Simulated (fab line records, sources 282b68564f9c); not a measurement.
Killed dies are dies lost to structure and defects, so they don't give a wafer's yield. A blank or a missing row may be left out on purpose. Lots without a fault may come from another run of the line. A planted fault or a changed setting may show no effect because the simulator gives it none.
fab line records | flow rit_cmos
record lots=6 wafers=18 last_day=8
route steps=202 shown PLDD@116 SPACER@125 NSD@131 PSD@142 SDANNEAL@153 M1@202
lots that met no fault: from a run of the same line without faults
start_h: hours from the record's first day to the start of the lot's first wafer shown | wait_h: hours since the lot's step before | " the same as in the row above | L1.1+2: a row that stands for several wafers | - no value, or no start given | * or withheld: withheld | < > ~ a bound
route shown NAME@n: a module of which the file shows steps, and the number in the route of the first | usual: mean/standard deviation of fault-free wafers | same: alike in all rows | chamber/n: place in a boat | sites: the reading at each site | _std_site: their standard deviation | _edge_site: outer sites' mean less inner sites' | radius_mm: how far each site lies from the wafer's centre | mask NAME#n: copy n | behind: the tool/chamber that last shaped the wafer | hold: why the lot was held/for how many hours/how that ended | device: the transistor (n, p or np) that didn't switch | end of line: the same wafers' tests at the end of the route | a step without rows: its recipe alone | killed: dies lost to structure and defects at the first sort, not the wafer's yield | map: a wafer's dies, x killed, . not, _ none there
set.NAME: the setting as run; set.NAME@STEP: as run at that earlier step | model.NAME: the simulator's own value behind a step, which no gauge read
lots at some steps of the route; a table a step, a row a wafer
services: from which hour (start_h, from the record's first day; less than 0 if before it) a tool's chamber was out of use, for how many hours, and why
## steps
# step RIT_PLDD_SOFTBAKE_02
# recipe resist=NOVOLAK temp_c=90 time_s=60
# step RIT_PLDD_EXPOSE_03
# recipe mask_id=M8 na=0.57 target_cd_nm=40900 dose_mj=250
# step RIT_PLDD_PEB_04
# recipe resist=NOVOLAK temp_c=withheld time_s=withheld
# step RIT_PLDD_DEVELOP_05
# recipe resist=NOVOLAK develop_time_s=50 dev_temp_c=23
# step RIT_PLDD_OVL_MEAS_06
# usual PLDD_OVL=-0.4/1.4
# columns lot.wafer tool chamber start_h wait_h PLDD_OVL[nm]
L367.2 overlay-02 - 77.62 - -0.5
L367.3 " - " " -3.2
L367.4 " - " " 0.4
L369.2 overlay-01 - 82.74 - -1.2
L369.5 " - " " -1.1
L369.6 " - " " -1.5
L370.1 overlay-02 - 90.39 - -0.1
L370.3 " - " " 0.7
L370.5 " - " " 0.7
L380.2 overlay-02 - 157.95 - 0.4
L380.3 " - " " 0.4
L380.5 " - " " 2.2
L385.2 overlay-01 - 178.67 - -0.3
L385.5 " - " " 0.6
L385.6 " - " " -0.3
L384.4 overlay-02 - 179.44 - -1.4
L384.5 " - " " 0.6
L384.6 " - " " -0.8
# step RIT_PLDD_HARDBAKE_07
# recipe resist=NOVOLAK temp_c=140 time_s=60
# step RIT_PLDD_IMPLANT_08
# recipe species=BF2 energy_kev=20 dose_cm2=9e+14 tilt_deg=7
# step RIT_PLDD_STRIP_09
# recipe chemistry=O2 time_s=180 resist=NOVOLAK platen_temp_c=withheld power_w=500 pressure_mtorr=4000 o2_flow_sccm=4000
# usual drypump_motor_current_A=5.9/0.47
# columns lot.wafer tool chamber start_h wait_h drypump_motor_current_A rf_hours_counter_h
L367.2 plasma_asher-02 0 77.95 0.1 5.9 42
L367.3 " 0 " " 5.9 -
L367.4 " 1 " " 5.5 -
L369.2 plasma_asher-04 1 83.07 0.1 5.4 45
L369.5 " 0 " " 5.8 -
L369.6 " 1 " " 5.4 -
L370.1 plasma_asher-03 0 90.73 0.1 6.0 45
L370.3 " 1 " " 6.8 -
L370.5 " 0 " " 6.0 -
L380.2 plasma_asher-03 1 158.28 0.1 6.8 51
L380.3 " 1 " " 6.8 -
L380.5 " 1 " " 6.8 -
L385.2 plasma_asher-03 1 179.15 0.1 6.8 54
L385.5 " 1 " " 6.8 -
L385.6 " 0 " " 6.0 -
L384.4 plasma_asher-04 0 179.81 0.1 5.8 -
L384.5 " 0 " " 5.7 -
L384.6 " 1 " " 5.4 -
# step RIT_PLDD_TW_MEAS_10
# usual PLDD_TW=2366/25
# columns lot.wafer tool chamber start_h wait_h PLDD_TW
L367.2 film_metro-03 - 78.13 0.1 2403
L367.3 " - " " 2408
L367.4 " - " " 2404
L369.2 film_metro-01 - 83.25 0.1 2358
L369.5 " - " " 2356
L369.6 " - " " 2359
L370.1 film_metro-02 - 90.90 0.1 2358
L370.3 " - " " 2354
L370.5 " - " " 2363
L380.2 film_metro-01 - 158.46 0.1 2345
L380.3 " - " " 2336
L380.5 " - " " 2342
L385.2 film_metro-01 - 179.33 0.1 2339
L385.5 " - " " 2333
L385.6 " - " " 2338
L384.4 film_metro-03 - 179.96 0.1 2403
L384.5 " - " " 2408
L384.6 " - " " 2403
# step RIT_SPACER_CLEAN_00
# recipe chemistry=SC1 mix=3:3:50 time_s=600 temp_c=75
# step RIT_SPACER_CLEAN_01
# recipe chemistry=dHF dilution=50:1 time_s=30
# step RIT_SPACER_CLEAN_02
# recipe chemistry=SC2 mix=3:3:50 time_s=600 temp_c=75 dry=n2_spin
# step RIT_SPACER_CVD_03
# recipe material=Si3N4 target_thk_nm=250 temp_c=810 precursor=SiH2Cl2/NH3 time_s=3300 pressure_mtorr=300 sih2cl2_flow_sccm=60 nh3_flow_sccm=150
# usual sih2cl2_flow_sccm=59.98/0.19
# columns lot.wafer tool chamber start_h wait_h sih2cl2_flow_sccm
L367.2 lpcvd-01 0 78.77 0.0 59.83
L367.3 " 0 " " 60.25
L367.4 " 0 " " 60.19
L369.2 lpcvd-02 0 83.68 0.0 59.82
L369.5 " 0 " " 59.83
L369.6 " 0 " " 59.95
L370.1 lpcvd-02 0 91.33 0.0 59.61
L370.3 " 0 " " 59.59
L370.5 " 0 " " 59.89
L380.2 lpcvd-01 0 158.96 0.0 60.09
L380.3 " 0 " " 59.89
L380.5 " 0 " " 60.03
L385.2 lpcvd-01 0 179.78 0.0 59.81
L385.5 " 0 " " 59.93
L385.6 " 0 " " 59.96
L384.4 lpcvd-02 0 180.77 0.4 60.12
L384.5 " 0 " " 59.93
L384.6 " 0 " " 60.06
# step RIT_SPACER_THK_MEAS_04
# recipe reads=Si3N4_of_SPACER_CVD_03
# usual SPACER_NITRIDE_THK=250.0/2.8
# columns lot.wafer tool chamber start_h wait_h SPACER_NITRIDE_THK[nm]
L367.2 film_metro-02 - 80.70 0.0 249.7
L367.3 " - " " 249.9
L367.4 " - " " 249.8
L369.2 film_metro-04 - 85.61 0.0 253.1
L369.5 " - " " 251.6
L369.6 " - " " 253.1
L370.1 film_metro-04 - 93.25 0.0 250.0
L370.3 " - " " 252.4
L370.5 " - " " 253.6
L380.2 film_metro-01 - 160.88 0.0 250.4
L380.3 " - " " 251.2
L380.5 " - " " 249.0
L385.2 film_metro-01 - 181.71 0.0 254.8
L385.5 " - " " 252.9
L385.6 " - " " 253.9
L384.4 film_metro-02 - 182.71 0.0 248.3
L384.5 " - " " 249.0
L384.6 " - " " 245.4
# step RIT_SPACER_ETCHBACK_05
# recipe target_depth_a=2500 SF6_flow_sccm=30 CHF3_flow_sccm=30 target=Si3N4 chemistry=SF6/CHF3 pressure_mtorr=40 rf_w=250 time_s=240 stop_on=SiO2
# usual CHF3_flow_sccm=29.99/0.082 drypump_motor_current_A=5.9/0.45 oes_product_au=0.845/0.018 throttle_valve_pct=10.26/0.15
# columns lot.wafer tool chamber start_h wait_h CHF3_flow_sccm drypump_motor_current_A oes_product_au rf_hours_counter_h throttle_valve_pct
L367.2 rie_diel-02 3 80.75 0.0 30.12 5.5 0.809 82 10.17
L367.3 " 2 " " 29.84 6.4 0.835 87 10.30
L367.4 " 1 " " 29.91 5.7 0.843 67 10.39
L369.2 rie_diel-03 0 85.66 0.0 29.89 5.5 0.832 86 10.00
L369.5 " 3 " " 29.92 5.5 0.871 - 10.11
L369.6 " 0 " " 29.89 5.5 0.838 - 9.98
L370.1 rie_diel-04 0 93.31 0.1 30.09 6.2 0.854 8 10.37
L370.3 " 2 " " 29.98 5.5 0.875 6 10.48
L370.5 " 2 " " 30.11 5.5 0.877 - 10.48
L380.2 rie_diel-03 1 160.93 0.0 29.98 5.8 0.858 99 10.38
L380.3 " 0 " " 30.10 5.5 0.830 88 9.99
L380.5 " 2 " " 29.97 5.6 0.844 - 10.16
L385.2 rie_diel-03 0 181.76 0.0 29.94 5.5 0.833 88 9.98
L385.5 " 1 " " 30.10 5.8 0.874 - 10.38
L385.6 " 2 " " 29.99 5.6 0.862 - 10.17
L384.4 rie_diel-04 3 182.74 0.0 29.76 6.8 0.829 8 10.21
L384.5 " 3 " " 29.90 6.8 0.828 - 10.22
L384.6 " 0 " " 30.08 6.2 0.828 - 10.36
# step RIT_NSD_HMDS_00
# recipe prime_time_s=60 prime_temp_c=140
# step RIT_NSD_COAT_01
# recipe resist=NOVOLAK spin_rpm=3250 resist_thk_nm=1000
# step RIT_NSD_SOFTBAKE_02
# recipe resist=NOVOLAK temp_c=90 time_s=60
# step RIT_NSD_EXPOSE_03
# recipe mask_id=M9 na=0.57 target_cd_nm=40700 dose_mj=250
# step RIT_NSD_PEB_04
# recipe resist=NOVOLAK temp_c=withheld time_s=withheld
# step RIT_NSD_DEVELOP_05
# recipe resist=NOVOLAK develop_time_s=50 dev_temp_c=23
# step RIT_NSD_OVL_MEAS_06
# usual NSD_OVL=0.5/1.4
# columns lot.wafer tool chamber start_h wait_h NSD_OVL[nm]
L367.2 overlay-02 - 81.88 - 2.4
L367.3 " - " " -0.1
L367.4 " - " " -0.8
L369.2 overlay-01 - 86.67 - 0.1
L369.5 " - " " 0.7
L369.6 " - " " 0.5
L370.1 overlay-01 - 94.32 - 0.1
L370.3 " - " " 1.7
L370.5 " - " " 0.8
L380.2 overlay-01 - 162.10 - 2.3
L380.3 " - " " 2.1
L380.5 " - " " 1.4
L385.2 overlay-02 - 182.90 - 2.0
L385.5 " - " " 2.6
L385.6 " - " " 0.9
L384.4 overlay-01 - 184.00 - -0.3
L384.5 " - " " -0.6
L384.6 " - " " 1.4
# step RIT_NSD_HARDBAKE_07
# recipe resist=NOVOLAK temp_c=140 time_s=60
# step RIT_NSD_IMPLANT_08
# recipe species=P energy_kev=25 dose_cm2=1e+15 tilt_deg=7
# step RIT_NSD_STRIP_09
# recipe chemistry=O2 time_s=180 resist=NOVOLAK platen_temp_c=withheld power_w=500 pressure_mtorr=4000 o2_flow_sccm=4000
# usual drypump_motor_current_A=5.61/0.2
# columns lot.wafer tool chamber start_h wait_h drypump_motor_current_A rf_hours_counter_h
L367.2 plasma_asher-01 0 82.21 0.1 5.39 27
L367.3 " 0 " " 5.40 -
L367.4 " 1 " " 5.83 -
L369.2 plasma_asher-01 1 87.06 0.1 5.84 28
L369.5 " 1 " " 5.85 -
L369.6 " 0 " " 5.39 -
L370.1 plasma_asher-04 0 94.66 0.1 5.77 46
L370.3 " 0 " " 5.76 -
L370.5 " 0 " " 5.77 -
L380.2 plasma_asher-04 0 162.65 0.1 5.75 52
L380.3 " 1 " " 5.40 -
L380.5 " 1 " " 5.40 -
L385.2 plasma_asher-01 1 183.61 0.1 5.84 37
L385.5 " 0 " " 5.41 -
L385.6 " 1 " " 5.85 -
L384.4 plasma_asher-01 0 184.38 0.1 5.38 -
L384.5 " 1 " " 5.83 -
L384.6 " 0 " " 5.41 -
# step RIT_NSD_TW_MEAS_10
# usual NSD_TW=3147/35
# columns lot.wafer tool chamber start_h wait_h NSD_TW
L367.2 film_metro-02 - 82.39 0.1 3138
L367.3 " - " " 3140
L367.4 " - " " 3136
L369.2 film_metro-02 - 87.24 0.1 3123
L369.5 " - " " 3128
L369.6 " - " " 3124
L370.1 film_metro-01 - 94.83 0.1 3141
L370.3 " - " " 3138
L370.5 " - " " 3142
L380.2 film_metro-01 - 162.83 0.1 3122
L380.3 " - " " 3101
L380.5 " - " " 3129
L385.2 film_metro-03 - 183.80 0.1 3179
L385.5 " - " " 3186
L385.6 " - " " 3191
L384.4 film_metro-01 - 184.53 0.1 3118
L384.5 " - " " 3126
L384.6 " - " " 3118
# step RIT_PSD_HMDS_00
# recipe prime_time_s=60 prime_temp_c=140
# step RIT_PSD_COAT_01
# recipe resist=NOVOLAK spin_rpm=3250 resist_thk_nm=1000
# step RIT_PSD_SOFTBAKE_02
# recipe resist=NOVOLAK temp_c=90 time_s=60
# step RIT_PSD_EXPOSE_03
# recipe mask_id=M10 na=0.57 target_cd_nm=40900 dose_mj=250
# step RIT_PSD_PEB_04
# recipe resist=NOVOLAK temp_c=withheld time_s=withheld
# step RIT_PSD_DEVELOP_05
# recipe resist=NOVOLAK develop_time_s=50 dev_temp_c=23
# step RIT_PSD_OVL_MEAS_06
# usual PSD_OVL=-0.5/1.4
# columns lot.wafer tool chamber start_h wait_h PSD_OVL[nm]
L367.2 overlay-02 - 83.30 - 1.5
L367.3 " - " " 0.2
L367.4 " - " " 1.6
L369.2 overlay-02 - 88.28 - -1.9
L369.5 " - " " 2.0
L369.6 " - " " 0.4
L370.1 overlay-02 - 95.87 - 1.1
L370.3 " - " " -1.4
L370.5 " - " " 1.0
L380.2 overlay-01 - 171.06 - -0.3
L380.3 " - " " 0.7
L380.5 " - " " 0.0
L385.2 overlay-01 - 184.70 - -1.5
L385.5 " - " " -0.8
L385.6 " - " " -1.4
L384.4 overlay-01 - 185.81 - -1.2
L384.5 " - " " -1.4
L384.6 " - " " -1.4
# step RIT_PSD_HARDBAKE_07
# recipe resist=NOVOLAK temp_c=140 time_s=60
# step RIT_PSD_IMPLANT_08
# recipe species=BF2 energy_kev=27 dose_cm2=5e+15 tilt_deg=7
# step RIT_PSD_STRIP_09
# recipe chemistry=O2 time_s=180 resist=NOVOLAK platen_temp_c=withheld power_w=500 pressure_mtorr=4000 o2_flow_sccm=4000
# usual drypump_motor_current_A=5.8/0.42
# columns lot.wafer tool chamber start_h wait_h drypump_motor_current_A rf_hours_counter_h
L367.2 plasma_asher-03 1 83.63 0.1 6.8 44
L367.3 " 1 " " 6.8 -
L367.4 " 0 " " 6.0 -
L369.2 plasma_asher-01 1 88.82 0.1 5.8 28
L369.5 " 0 " " 5.4 -
L369.6 " 1 " " 5.8 -
L370.1 plasma_asher-01 1 96.20 0.1 5.8 29
L370.3 " 0 " " 5.4 -
L370.5 " 0 " " 5.4 -
L380.2 plasma_asher-01 0 171.51 0.1 5.4 36
L380.3 " 1 " " 5.8 -
L380.5 " 1 " " 5.8 -
L385.2 plasma_asher-04 0 185.07 0.1 5.8 55
L385.5 " 0 " " 5.8 -
L385.6 " 1 " " 5.4 -
L384.4 plasma_asher-01 0 186.29 0.1 5.4 -
L384.5 " 0 " " 5.4 -
L384.6 " 1 " " 5.9 -
# step RIT_PSD_TW_MEAS_10
# usual PSD_TW=3453/36
# columns lot.wafer tool chamber start_h wait_h PSD_TW
L367.2 film_metro-02 - 83.82 0.1 3463
L367.3 " - " " 3477
L367.4 " - " " 3470
L369.2 film_metro-01 - 89.01 0.1 3454
L369.5 " - " " 3436
L369.6 " - " " 3460
L370.1 film_metro-01 - 96.38 0.1 3413
L370.3 " - " " 3421
L370.5 " - " " 3408
L380.2 film_metro-02 - 171.69 0.1 3419
L380.3 " - " " 3422
L380.5 " - " " 3411
L385.2 film_metro-03 - 185.25 0.1 3529
L385.5 " - " " 3509
L385.6 " - " " 3513
L384.4 film_metro-03 - 186.44 0.1 3507
L384.5 " - " " 3508
L384.6 " - " " 3518
# step RIT_SDANNEAL_CLEAN_00
# recipe chemistry=SC1 mix=3:3:50 time_s=600 temp_c=75
# step RIT_SDANNEAL_CLEAN_01
# recipe chemistry=dHF dilution=50:1 time_s=30
# step RIT_SDANNEAL_CLEAN_02
# recipe chemistry=SC2 mix=3:3:50 time_s=600 temp_c=75 dry=n2_spin
# step RIT_SDANNEAL_RTA_03
# recipe temp_c=1050 time_s=5 idle_temp_c=600 ramp_up_c_per_s=342 ramp_down_c_per_s=171 cool_to_c=600 ambient=N2
# usual wafer_temp_C_max=1053.5/1.2
# columns lot.wafer tool chamber start_h wait_h wafer_temp_C_max
L367.2 rtp_anneal-01 0 84.27 0.0 1050.2
L367.3 " 0 " " 1052.7
L367.4 " 0 " " 1054.8
L369.2 rtp_anneal-01 0 89.43 0.0 1051.4
L369.5 " 0 " " 1053.8
L369.6 " 0 " " 1055.3
L370.1 rtp_anneal-02 0 96.81 0.0 1055.3
L370.3 " 0 " " 1052.7
L370.5 " 0 " " 1052.6
L380.2 rtp_anneal-02 0 172.12 0.0 1055.9
L380.3 " 0 " " 1054.4
L380.5 " 0 " " 1053.1
L385.2 rtp_anneal-02 0 185.68 0.0 1053.2
L385.5 " 0 " " 1054.4
L385.6 " 0 " " 1054.2
L384.4 rtp_anneal-01 0 186.93 0.0 1053.8
L384.5 " 0 " " 1053.4
L384.6 " 0 " " 1054.7
# step RIT_SDANNEAL_RS_MEAS_04
# recipe thk_meas_gauge=four-point-probe
# usual PSD_RS=115.76/0.29
# columns lot.wafer tool chamber start_h wait_h PSD_RS[ohm/sq]
L367.2 film_metro-01 - 84.34 0.1 115.87
L367.3 " - " " 115.44
L367.4 " - " " 115.62
L369.2 film_metro-03 - 89.50 0.1 116.19
L369.5 " - " " 116.01
L369.6 " - " " 116.11
L370.1 film_metro-03 - 96.86 0.0 115.88
L370.3 " - " " 115.95
L370.5 " - " " 115.77
L380.2 film_metro-02 - 172.19 0.1 115.16
L380.3 " - " " 115.59
L380.5 " - " " 115.15
L385.2 film_metro-01 - 185.75 0.1 115.44
L385.5 " - " " 115.90
L385.6 " - " " 115.57
L384.4 film_metro-02 - 187.02 0.1 115.91
L384.5 " - " " 115.86
L384.6 " - " " 116.10
# step RIT_M1_PROBE_99
# usual killed_at_M0_to_M3=0.0/0.14 killed_at_contacts=0.1/0.3 killed_at_front_end=7/3.1 killed_dies=7/3.1 killed_on_rim=1.9/1.5 killed_open=3.8/2.3 killed_short=3.2/1.9
# same gross_dies=264 killed_at_M4_up=0 killed_at_back_side=0 killed_at_other=0
# columns lot.wafer tool chamber start_h wait_h killed_at_M0_to_M3 killed_at_contacts killed_at_front_end killed_dies killed_on_rim killed_open killed_short
L367.2 prober-02 - 91.80 0.1 0 0 3 3 0 2 1
L367.3 prober-02 - 91.85 0.2 0 0 4 4 1 3 1
L367.4 prober-02 - 91.90 0.2 0 0 8 8 1 5 3
L369.2 prober-02 - 96.96 0.1 0 0 20 20 9 2 2
L369.5 prober-02 - 97.11 0.2 0 0 23 23 11 2 4
L369.6 prober-02 - 97.16 0.2 0 0 25 25 11 6 3
L370.1 prober-01 - 104.22 0.1 0 0 24 24 10 2 4
L370.3 prober-01 - 104.32 0.2 0 0 16 16 8 0 1
L370.5 prober-01 - 104.42 0.2 0 0 25 25 10 3 5
L380.2 prober-02 - 180.44 0.1 0 0 7 7 3 5 2
L380.3 prober-02 - 180.49 0.2 0 0 5 5 2 3 2
L380.5 prober-02 - 180.59 0.2 0 0 7 7 2 6 1
L385.2 prober-02 - 194.39 0.1 0 0 7 7 1 3 4
L385.5 prober-02 - 194.54 0.2 0 1 6 7 1 3 4
L385.6 prober-02 - 194.59 0.2 0 0 7 7 0 2 5
L384.4 prober-01 - 195.99 0.2 1 0 8 9 2 3 6
L384.5 prober-01 - 196.04 0.2 0 0 12 12 4 6 6
L384.6 prober-01 - 196.09 0.2 0 0 3 3 1 2 1
# killed by level:class
L367.2 FOX1:geometric_particle:open=1 GATE:geometric_particle:open=1 REOX:geometric_particle:short=1
L367.3 GATE:geometric_particle:open=2 FOX1:geometric_particle:short=1 FOX1:geometric_particle:open=1
L367.4 REOX:geometric_particle:open=3 FOX1:geometric_particle:short=1 GATE:geometric_particle:open=1 REOX:geometric_particle:short=1 SILICIDE:geometric_particle:open=1 SILICIDE:geometric_particle:short=1
L369.2 SPACER:unspecified=16 FOX1:geometric_particle:short=2 SPACER:geometric_particle:open=1 SILICIDE:geometric_particle:open=1
L369.5 SPACER:unspecified=17 SPACER:geometric_particle:short=3 GATE:geometric_particle:open=1 REOX:geometric_particle:open=1 SILICIDE:geometric_particle:short=1
L369.6 SPACER:unspecified=16 GATE:geometric_particle:open=3 SPACER:geometric_particle:open=2 GATE:geometric_particle:short=1 SPACER:geometric_particle:short=1 SILICIDE:geometric_particle:short=1 SILICIDE:geometric_particle:open=1
L370.1 SPACER:unspecified=18 GATE:geometric_particle:short=4 FOX1:geometric_particle:open=1 GATE:geometric_particle:open=1
L370.3 SPACER:unspecified=15 GATE:geometric_particle:short=1
L370.5 SPACER:unspecified=17 GATE:geometric_particle:short=2 GATE:geometric_particle:open=2 SILICIDE:geometric_particle:short=2 SPACER:geometric_particle:short=1 SILICIDE:geometric_particle:open=1
L380.2 GATE:geometric_particle:open=2 REOX:geometric_particle:open=2 FOX1:geometric_particle:short=1 GATE:geometric_particle:short=1 SPACER:geometric_particle:open=1
L380.3 SPACER:geometric_particle:open=2 GATE:geometric_particle:open=1 GATE:geometric_particle:short=1 SPACER:geometric_particle:short=1
L380.5 SPACER:geometric_particle:open=4 GATE:geometric_particle:open=1 GATE:geometric_particle:short=1 REOX:geometric_particle:open=1
L385.2 REOX:geometric_particle:short=2 SPACER:geometric_particle:short=2 FOX1:geometric_particle:open=1 GATE:geometric_particle:open=1 SPACER:geometric_particle:open=1
L385.5 SPACER:geometric_particle:short=2 FOX1:geometric_particle:open=1 GATE:geometric_particle:open=1 REOX:geometric_particle:short=1 SPACER:geometric_particle:open=1 CONTACT:geometric_particle:short=1
L385.6 GATE:geometric_particle:short=2 FOX1:geometric_particle:short=1 FOX2:geometric_particle:short=1 FOX2:geometric_particle:open=1 REOX:geometric_particle:open=1 REOX:geometric_particle:short=1
L384.4 GATE:geometric_particle:short=2 FOX1:geometric_particle:open=1 FOX1:geometric_particle:short=1 GATE:geometric_particle:open=1 REOX:geometric_particle:short=1 SPACER:geometric_particle:short=1 SPACER:geometric_particle:open=1 M1:geometric_particle:short=1
L384.5 GATE:geometric_particle:short=5 REOX:geometric_particle:open=2 SPACER:geometric_particle:open=2 FOX2:geometric_particle:short=1 GATE:geometric_particle:open=1 SILICIDE:geometric_particle:open=1
L384.6 GATE:geometric_particle:open=2 SPACER:geometric_particle:short=1
# map L369.6 (x killed, . not)
________x......_______
_____..x..........____
____...............___
___...x...x.........__
__........x.........._
__..................._
_..........x..........
_...x...............x.
_.....................
_.....................
__..................._
__......x............_
___.................__
____........xxxxxxx___
_____.......xxxxxx____
________....xxx_______
# map L370.5 (x killed, . not)
________......._______
_____.............____
____......x........___
___.................__
__.x................._
__..................._
_.....................
_...x.................
_...............x.....
_...x.................
__..................._
__.............x....._
___............x.x..__
____.....x..x.xxxx.___
_____......xxxxxxx____
________...xxxx_______
## services
# columns tool chamber start_h hours kind
plasma_asher-02 - 74.68 1.6 repair
rie_diel-03 2 97.27 7.3 repair
rie_diel-04 1 107.48 - clean
rie_diel-04 1 107.48 25.6 scheduled_down
rie_diel-04 1 107.48 25.6 vent_cycle
plasma_asher-02 - 108.75 9.0 pm
plasma_asher-02 0 108.75 9.0 vent_cycle
plasma_asher-02 1 108.75 9.0 vent_cycle
plasma_asher-02 0 117.75 - clean
plasma_asher-02 1 117.75 - clean
rie_diel-04 2 144.64 3.8 repair
lpcvd-02 - 146.94 6.0 pm
rie_diel-04 - 148.14 0.9 repair
rie_diel-04 3 157.77 2.6 repair
rtp_anneal-01 - 163.65 5.1 pm
rie_diel-03 2 168.89 3.0 repair
plasma_asher-01 - 169.32 2.1 repair
lpcvd-01 - 178.60 1.1 repair
## key
first_sign step=RIT_M1_PROBE_99 reading=killed_at_front_end direction=up sigmas=4.9 usual=7 struck=22
effect step=RIT_M1_PROBE_99 reading=killed_dies direction=up sigmas=4.9 usual=7 struck=22
met_at RIT_SPACER_CVD_03
struck_wafers L369.2,L369.5,L369.6,L370.1,L370.3,L370.5
tester_left_out L369,L370
fault kind=chamber_particle_source tool=lpcvd-02 chamber=- onset_h=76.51 steps=RIT_SPACER_CVD_03 rate_per_visit_cm2=1.3176 end_h=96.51
# tester_left_out: of these lots the tester's yield and bins aren't shown, on N5 and GAA mostly nor the transistor test; their killed dies are dies lost to structure and defects alone, not to doping, threshold or leakage, so they don't give the yield
